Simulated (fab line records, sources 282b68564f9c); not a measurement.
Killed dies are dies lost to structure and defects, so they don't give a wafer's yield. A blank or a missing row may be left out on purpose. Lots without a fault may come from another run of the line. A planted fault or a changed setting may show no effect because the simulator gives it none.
fab line records | flow rit_cmos
record lots=6 wafers=18 last_day=7
route steps=202 shown PSD@144 SDANNEAL@153 M1@202
lots that met no fault: from a run of the same line without faults
start_h: hours from the record's first day to the start of the lot's first wafer shown | wait_h: hours since the lot's step before | " the same as in the row above | L1.1+2: a row that stands for several wafers | - no value, or no start given | * or withheld: withheld | < > ~ a bound
route shown NAME@n: a module of which the file shows steps, and the number in the route of the first | usual: mean/standard deviation of fault-free wafers | same: alike in all rows | chamber/n: place in a boat | sites: the reading at each site | _std_site: their standard deviation | _edge_site: outer sites' mean less inner sites' | radius_mm: how far each site lies from the wafer's centre | mask NAME#n: copy n | behind: the tool/chamber that last shaped the wafer | hold: why the lot was held/for how many hours/how that ended | device: the transistor (n, p or np) that didn't switch | end of line: the same wafers' tests at the end of the route | a step without rows: its recipe alone | killed: dies lost to structure and defects at the first sort, not the wafer's yield | map: a wafer's dies, x killed, . not, _ none there
set.NAME: the setting as run; set.NAME@STEP: as run at that earlier step | model.NAME: the simulator's own value behind a step, which no gauge read
lots at some steps of the route; a table a step, a row a wafer
services: from which hour (start_h, from the record's first day; less than 0 if before it) a tool's chamber was out of use, for how many hours, and why
## steps
# step RIT_PSD_SOFTBAKE_02
# recipe resist=NOVOLAK temp_c=90 time_s=60
# step RIT_PSD_EXPOSE_03
# recipe mask_id=M10 na=0.57 target_cd_nm=40900 dose_mj=250
# step RIT_PSD_PEB_04
# recipe resist=NOVOLAK temp_c=withheld time_s=withheld
# step RIT_PSD_DEVELOP_05
# recipe resist=NOVOLAK develop_time_s=50 dev_temp_c=23
# step RIT_PSD_OVL_MEAS_06
# usual PSD_OVL=-0.8/1.3
# columns lot.wafer tool chamber start_h wait_h PSD_OVL[nm]
L315.1 overlay-02 - 69.30 - -1.2
L315.5 " - " " -0.7
L315.6 " - " " -2.0
L317.1 overlay-02 - 78.82 - 0.8
L317.3 " - " " 0.6
L317.5 " - " " 0.5
L319.2 overlay-02 - 89.00 - -2.3
L319.3 " - " " -0.9
L319.4 " - " " -3.1
L326.3 overlay-01 - 124.35 - 0.2
L326.4 " - " " 0.6
L326.6 " - " " 1.0
L329.1 overlay-01 - 139.82 - -0.7
L329.2 " - " " -0.1
L329.4 " - " " -1.2
L331.2 overlay-02 - 148.65 - 1.2
L331.4 " - " " 1.4
L331.5 " - " " 0.3
# step RIT_PSD_HARDBAKE_07
# recipe resist=NOVOLAK temp_c=140 time_s=60
# step RIT_PSD_IMPLANT_08
# recipe species=BF2 energy_kev=27 dose_cm2=5e+15 tilt_deg=7
# step RIT_PSD_STRIP_09
# recipe chemistry=O2 time_s=180 resist=NOVOLAK platen_temp_c=withheld power_w=500 pressure_mtorr=4000 o2_flow_sccm=4000
# usual drypump_motor_current_A=5.5/0.61
# same time_s=180
# columns lot.wafer tool chamber start_h wait_h drypump_motor_current_A rf_hours_counter_h
L315.1 plasma_asher-01 0 69.63 0.1 5.4 45
L315.5 " 1 " " 5.0 -
L315.6 " 0 " " 5.4 -
L317.1 plasma_asher-04 0 79.16 0.1 6.2 45
L317.3 " 1 " " 4.7 -
L317.5 " 1 " " 4.7 -
L319.2 plasma_asher-03 1 89.33 0.1 6.5 45
L319.3 " 1 " " 6.5 -
L319.4 " 0 " " 5.5 -
L326.3 plasma_asher-03 1 124.74 0.1 6.5 -
L326.4 " 0 " " 5.6 -
L326.6 " 0 " " 5.6 -
L329.1 plasma_asher-01 0 140.15 0.1 5.4 2
L329.2 " 1 " " 5.1 2
L329.4 " 1 " " 5.1 -
L331.2 plasma_asher-01 0 148.98 0.1 5.4 3
L331.4 " 1 " " 5.0 -
L331.5 " 0 " " 5.4 -
# step RIT_PSD_TW_MEAS_10
# usual PSD_TW=3385/35
# columns lot.wafer tool chamber start_h wait_h PSD_TW
L315.1 film_metro-04 - 69.81 0.1 3408
L315.5 " - " " 3404
L315.6 " - " " 3421
L317.1 film_metro-03 - 79.33 0.1 3409
L317.3 " - " " 3380
L317.5 " - " " 3378
L319.2 film_metro-01 - 89.52 0.1 3350
L319.3 " - " " 3343
L319.4 " - " " 3322
L326.3 film_metro-01 - 124.87 0.1 3349
L326.4 " - " " 3355
L326.6 " - " " 3335
L329.1 film_metro-03 - 140.33 0.1 3338
L329.2 " - " " 3345
L329.4 " - " " 3373
L331.2 film_metro-01 - 149.17 0.1 3349
L331.4 " - " " 3361
L331.5 " - " " 3360
# step RIT_SDANNEAL_CLEAN_00
# recipe chemistry=SC1 mix=3:3:50 time_s=600 temp_c=75
# step RIT_SDANNEAL_CLEAN_01
# recipe chemistry=dHF dilution=50:1 time_s=30
# step RIT_SDANNEAL_CLEAN_02
# recipe chemistry=SC2 mix=3:3:50 time_s=600 temp_c=75 dry=n2_spin
# step RIT_SDANNEAL_RTA_03
# recipe temp_c=1050 time_s=5 idle_temp_c=600 ramp_up_c_per_s=342 ramp_down_c_per_s=171 cool_to_c=600 ambient=N2
# usual ramp_down_c_per_s=171.00/0.032 wafer_temp_C_max=1053.6/1.2
# columns lot.wafer tool chamber start_h wait_h ramp_down_c_per_s wafer_temp_C_max
L315.1 rtp_anneal-02 0 70.24 0.0 171.00 1054.5
L315.5 " 0 " " 171.03 1052.9
L315.6 " 0 " " 171.00 1053.2
L317.1 rtp_anneal-02 0 79.79 0.0 34.22 1051.2
L317.3 " 0 " " 34.14 1052.7
L317.5 " 0 " " 34.19 1052.7
L319.2 rtp_anneal-02 0 89.94 0.0 34.26 1054.3
L319.3 " 0 " " 34.22 1053.1
L319.4 " 0 " " 34.14 1056.2
L326.3 rtp_anneal-01 0 125.34 0.0 170.97 1052.6
L326.4 " 0 " " 171.06 1053.5
L326.6 " 0 " " 170.99 1054.3
L329.1 rtp_anneal-01 0 140.79 0.0 170.99 1052.9
L329.2 " 0 " " 170.99 1052.6
L329.4 " 0 " " 170.97 1053.9
L331.2 rtp_anneal-01 0 149.60 0.0 170.99 1053.6
L331.4 " 0 " " 171.02 1053.7
L331.5 " 0 " " 170.98 1052.1
# step RIT_SDANNEAL_RS_MEAS_04
# recipe thk_meas_gauge=four-point-probe
# usual PSD_RS=115.96/0.28
# columns lot.wafer tool chamber start_h wait_h PSD_RS[ohm/sq]
L315.1 film_metro-04 - 70.30 0.0 115.99
L315.5 " - " " 116.10
L315.6 " - " " 116.19
L317.1 film_metro-01 - 79.85 0.0 116.43
L317.3 " - " " 116.02
L317.5 " - " " 115.92
L319.2 film_metro-03 - 90.01 0.1 116.04
L319.3 " - " " 115.95
L319.4 " - " " 116.04
L326.3 film_metro-04 - 125.45 0.1 115.65
L326.4 " - " " 115.58
L326.6 " - " " 115.90
L329.1 film_metro-03 - 140.90 0.1 116.24
L329.2 " - " " 116.15
L329.4 " - " " 116.41
L331.2 film_metro-03 - 149.72 0.1 115.40
L331.4 " - " " 115.89
L331.5 " - " " 115.50
# step RIT_M1_PROBE_99
# usual killed_at_contacts=0.1/0.27 killed_at_front_end=6.1/2.9 killed_dies=6.2/2.9 killed_open=3.2/1.9 killed_short=3/1.9
# same gross_dies=264 killed_at_M0_to_M3=0 killed_at_M4_up=0 killed_at_back_side=0 killed_at_other=0
# columns lot.wafer tool chamber start_h wait_h killed_at_contacts killed_at_front_end killed_dies killed_open killed_short model.etest.pmos_turned.r_on_ohm_um model.etest.pmos_0p15.r_on_ohm_um model.etest.pmos_turned.drive_ua_um model.etest.pmos_0p15.drive_ua_um model.etest.contact_nplus.end_ohm_um model.etest.retro_edge_pmos.off_log10_a_um model.etest.pmos_0p15.off_log10_a_um model.etest.ring.quiet_log10_a
L315.1 prober-02 - 77.68 0.1 0 5 5 5 0 3402 2731 194.9 260.9 40.97 -10.34 -10.43 -7.772
L315.5 prober-02 - 77.88 0.2 0 4 4 1 3 3400 2720 193.1 257.2 40.7 -10.24 -10.5 -7.96
L315.6 prober-02 - 77.93 0.2 0 5 5 4 1 3425 2784 192.4 255.7 39.98 -10.04 -10.24 -7.789
L317.1 prober-01 - 88.67 0.1 0 3 3 2 1 3230 2616 205.9 272.8 43.54 -9.889 -10.06 -7.45
L317.3 prober-01 - 88.77 0.2 0 6 6 4 2 3227 2642 212.4 276.7 42.66 -9.702 -9.913 -7.426
L317.5 prober-01 - 88.87 0.2 0 8 8 6 2 3243 2632 206.7 276.9 42.65 -9.716 -9.748 -7.276
L319.2 prober-01 - 97.59 0.1 0 1 1 0 1 3118 2541 222.4 291.7 44.94 -8.965 -9.203 -6.783
L319.3 prober-01 - 97.64 0.2 0 6 6 3 3 3147 2591 224.6 288.3 45.17 -9.357 -9.491 -7.051
L319.4 prober-01 - 97.69 0.2 1 7 8 3 5 3196 2615 215.1 279.2 44.68 -9.449 -9.668 -7.204
L326.3 prober-01 - 133.44 0.2 0 9 9 4 5 3210 2605 211 274.9 41.32 -10.1 -10.14 -7.431
L326.4 prober-01 - 133.49 0.2 0 7 7 4 3 3264 2682 205.4 269.9 42.56 -9.993 -10.08 -7.494
L326.6 prober-01 - 133.59 0.2 0 6 6 1 5 3179 2569 210.3 277.1 41.07 -9.808 -9.966 -7.322
L329.1 prober-02 - 148.44 0.1 0 4 4 3 1 3641 2958 175.9 239.3 41.1 -10.63 -10.78 -8.09
L329.2 prober-02 - 148.49 0.1 0 4 4 0 4 3580 2898 180.3 241.5 41.42 -10.5 -10.79 -8.044
L329.4 prober-02 - 148.59 0.2 0 4 4 2 2 3682 2942 174.7 240.5 40.57 -10.73 -10.74 -8.074
L331.2 prober-02 - 158.72 0.1 0 5 5 2 3 3588 2873 178.6 243 42.46 -10.64 -10.79 -8.266
L331.4 prober-02 - 158.82 0.2 0 7 7 3 4 3639 2916 173.3 236.3 40.62 -10.91 -10.96 -8.267
L331.5 prober-02 - 158.87 0.2 0 5 5 5 0 3511 2803 184.9 247.8 41.26 -10.61 -10.5 -7.908
# killed by level:class
L315.1 FOX2:geometric_particle:open=2 GATE:geometric_particle:open=2 SILICIDE:geometric_particle:open=1
L315.5 GATE:geometric_particle:short=2 FOX2:geometric_particle:open=1 REOX:geometric_particle:short=1
L315.6 REOX:geometric_particle:open=2 FOX2:geometric_particle:short=1 FOX2:geometric_particle:open=1 SILICIDE:geometric_particle:open=1
L317.1 GATE:geometric_particle:open=1 REOX:geometric_particle:short=1 SPACER:geometric_particle:open=1
L317.3 FOX1:geometric_particle:open=2 FOX2:geometric_particle:open=1 REOX:geometric_particle:short=1 SPACER:geometric_particle:open=1 SPACER:geometric_particle:short=1
L317.5 FOX2:geometric_particle:open=2 REOX:geometric_particle:open=2 FOX1:geometric_particle:open=1 GATE:geometric_particle:short=1 SPACER:geometric_particle:short=1 SILICIDE:geometric_particle:open=1
L319.2 GATE:geometric_particle:short=1
L319.3 REOX:geometric_particle:open=2 FOX1:geometric_particle:short=1 GATE:geometric_particle:short=1 GATE:geometric_particle:open=1 REOX:geometric_particle:short=1
L319.4 FOX1:geometric_particle:short=2 GATE:geometric_particle:short=2 ACTIVE:geometric_particle:open=1 REOX:geometric_particle:open=1 SPACER:geometric_particle:open=1 CONTACT:geometric_particle:short=1
L326.3 GATE:geometric_particle:open=2 FOX1:geometric_particle:short=1 FOX1:geometric_particle:open=1 FOX2:geometric_particle:short=1 GATE:geometric_particle:short=1 REOX:geometric_particle:short=1 SILICIDE:geometric_particle:short=1 SILICIDE:geometric_particle:open=1
L326.4 FOX1:geometric_particle:short=1 GATE:geometric_particle:open=1 REOX:geometric_particle:open=1 SPACER:geometric_particle:open=1 SPACER:geometric_particle:short=1 SILICIDE:geometric_particle:open=1 SILICIDE:geometric_particle:short=1
L326.6 GATE:geometric_particle:short=4 FOX1:geometric_particle:short=1 GATE:geometric_particle:open=1
L329.1 GATE:geometric_particle:open=2 REOX:geometric_particle:short=1 REOX:geometric_particle:open=1
L329.2 GATE:geometric_particle:short=3 REOX:geometric_particle:short=1
L329.4 GATE:geometric_particle:open=2 FOX1:geometric_particle:short=1 REOX:geometric_particle:short=1
L331.2 GATE:geometric_particle:short=3 REOX:geometric_particle:open=2
L331.4 FOX1:geometric_particle:short=1 GATE:geometric_particle:short=1 REOX:geometric_particle:open=1 SPACER:geometric_particle:open=1 SPACER:geometric_particle:short=1 SILICIDE:geometric_particle:short=1 SILICIDE:geometric_particle:open=1
L331.5 FOX2:geometric_particle:open=1 GATE:geometric_particle:open=1 REOX:geometric_particle:open=1 SPACER:geometric_particle:open=1 SILICIDE:geometric_particle:open=1
## services
# columns tool chamber start_h hours kind
plasma_asher-01 - 108.85 9.0 pm
plasma_asher-01 0 108.85 9.0 vent_cycle
plasma_asher-01 1 108.85 9.0 vent_cycle
plasma_asher-01 0 117.85 - clean
plasma_asher-01 1 117.85 - clean
rtp_anneal-01 - 127.12 3.8 pm
## key
first_sign step=RIT_SDANNEAL_RTA_03 reading=ramp_down_c_per_s direction=down sigmas=99+ usual=171.00 struck=34.20
effect none on later readings
model_effect step=RIT_M1_PROBE_99 value=etest.pmos_turned.r_on_ohm_um without=3427 struck=3194
met_at RIT_SDANNEAL_RTA_03
struck_wafers L317.1,L317.3,L317.5,L319.2,L319.3,L319.4
tester_left_out L317,L319
onset_between 70.24 79.79
fault kind=process_parameter_drift tool=rtp_anneal-02 chamber=- onset_h=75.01 steps=RIT_SDANNEAL_RTA_03 channel=ramp_down_c_per_s offset=-136.8 shape=step end_h=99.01 stated=171
# tester_left_out: of these lots the tester's yield and bins aren't shown, on N5 and GAA mostly nor the transistor test; their killed dies are dies lost to structure and defects alone, not to doping, threshold or leakage, so they don't give the yield
